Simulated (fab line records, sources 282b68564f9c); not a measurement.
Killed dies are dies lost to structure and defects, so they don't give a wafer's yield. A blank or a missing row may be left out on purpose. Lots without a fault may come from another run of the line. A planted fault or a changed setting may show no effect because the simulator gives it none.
Problem report in the 8D (eight disciplines) form, filled by code | flow rit_cmos | the parts of the form that need people (team, actions taken, sign-off) are left out

1. THE PROBLEM
NSD_TW at RIT_NSD_TW_MEAS_10 reads a mean of 3341 on 6 wafers of 2 lots; wafers without a fault read 3143 with a standard deviation of 36. That is +5.5 standard deviations from the usual mean.
First seen on wafer L270.1, day 6 04:28, on film_metro-03. The record holds 42 wafers of 14 lots with a number at this step. Rule for "out", or "out of limits": more than 4 standard deviations from the usual mean. The other wafers with a number count as sound.

2. WHAT IT IS AND WHAT IT IS NOT
question                    | is                           | is not
which readings at this step | NSD_TW                       | -
which lots                  | L270, L271                   | L256, L257, L259, L260, L261, L262, L263, L268, L273, L274, L276, L278
which wafers of those lots  | all that have a number       | -
read on which gauges        | film_metro-03, film_metro-04 | film_metro-01
when                        | from day 6 04:28             | up to then (24 sound wafers); but 12 sound wafers of L273, L274, L276, L278 came after

3. SUSPECTS, AND WHAT RULES EACH OUT
Counting: a tool at a process step up to the reading stays a suspect if it ran every lot that is out and no sound lot after the first of them.
- the gauge at RIT_NSD_TW_MEAS_10: ruled out. The wafers that are out were read on 2 gauges (film_metro-03, film_metro-04).
- implanter-02 at RIT_NSD_IMPLANT_08: kept. It ran every lot that is out, first L270 (day 6 04:08), and no sound lot after that; its last sound lot up to then is L268 (day 5 21:29). Its own readings are out on those wafers: beam_energy_keV.
Left after counting: implanter-02 at RIT_NSD_IMPLANT_08.

4. THE CAUSE (what the simulator had put in)
Process parameter drift: implanter-02, from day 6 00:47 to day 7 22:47, at RIT_NSD_IMPLANT_08. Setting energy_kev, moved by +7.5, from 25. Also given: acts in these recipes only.
Counting left only this tool.

5. THE CHAIN OF EFFECTS, in route order
Each row: a reading whose mean over the struck wafers that have a number lies more than 3 standard deviations from the usual. Only readings for which the record gives a usual standard deviation are gone through. hours: the time from each lot's start at the first step in this table that gives one to its start at this step, as a median over the lots. sigmas: the change in usual standard deviations.
hours | step                    | reading         | usual       | on struck wafers | change | sigmas
0     | RIT_NSD_IMPLANT_08      | beam_energy_keV | 24.999      | 32.491           | +7.492 | +99 or more
0     | RIT_NSD_TW_MEAS_10      | NSD_TW          | 3143        | 3341             | +198   | +5.5
2     | RIT_SDANNEAL_RS_MEAS_05 | NSD_RS          | 84.5 ohm/sq | 81.9             | -2.6   | -7.9
The process steps in it:
- RIT_NSD_IMPLANT_08

6. WHAT WOULD HAVE CAUGHT IT SOONER
In this record the first reading out of limits at a measuring or inspecting step was taken at day 6 04:28, 4 hours after the fault began at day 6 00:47.
The tool's own readings at RIT_NSD_IMPLANT_08 were out on every struck wafer that the step has a row for (beam_energy_keV): an alarm limit on them would have fired on the first of those.
Of the lots that are out (2), L271 began RIT_NSD_IMPLANT_08 on implanter-02 after day 6 04:28. A hold on the tool at that time would have spared it.
